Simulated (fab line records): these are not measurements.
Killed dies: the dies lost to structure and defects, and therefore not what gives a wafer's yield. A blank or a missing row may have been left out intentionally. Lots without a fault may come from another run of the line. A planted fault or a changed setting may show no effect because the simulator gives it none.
What tool caused it? ; flow rit-cmos ; Sampling: 7 lots, 21 wafers, 2 of 202 route steps

== WHAT THE GAUGES SHOWED, per wafer ==
RIT_FOX2_THK_MEAS_91.
lot;measured;on;FIELD_OXIDE_LEFT_2_THK (nm)
L465;day 2 16:52;film-metro-03;248 248 254
L467;day 3 01:52;film-metro-01;257 261 261
L469;day 3 10:37;film-metro-01;247 256 257
L471;day 3 22:26;film-metro-01;254 256 252
L473;day 4 09:17;film-metro-01;264 258 262
L475;day 4 16:55;film-metro-04;257 257 252
L483;day 6 08:32;film-metro-04;258 254 258

== WHICH TOOL RAN EACH LOT (tool, then ch and the chambers of the sampled wafers, then the start) ==
lot;RIT_ACTIVE_OXIDATION_01
L465;furnace-01 ch 0, day 1 15:21
L467;furnace-01 ch 0, day 2 01:07
L469;furnace-04 ch 0, day 2 12:31
L471;furnace-04 ch 0, day 2 21:53
L473;furnace-03 ch 0, day 3 07:07
L475;furnace-01 ch 0, day 3 18:16
L483;furnace-01 ch 0, day 5 09:20
- RIT_ACTIVE_OXIDATION_01: target thk 46.8 nm, ox time 3360 s.

== THE ANSWER, worked out from the rows above alone ==
Rule: usual is defined by the lots themselves. Put in order of their means at a reading, lots are off if they are a third of the lots or fewer, leave a main group of 4 or more, and stand apart from it by a gap of 3 or more times the standard deviation of the main group's means; of several such gaps the widest counts. A main group is skipped when, at the precision printed for the reading in the tables above, its means are all equal. A lot without any number at a reading at which 4 lots or more have one is off too. The other lots that the step has rows for count as sound.
No lot is off on any of the readings shown, so nothing can be concluded from this.

== WHAT THE SIMULATOR HAD INSERTED ==
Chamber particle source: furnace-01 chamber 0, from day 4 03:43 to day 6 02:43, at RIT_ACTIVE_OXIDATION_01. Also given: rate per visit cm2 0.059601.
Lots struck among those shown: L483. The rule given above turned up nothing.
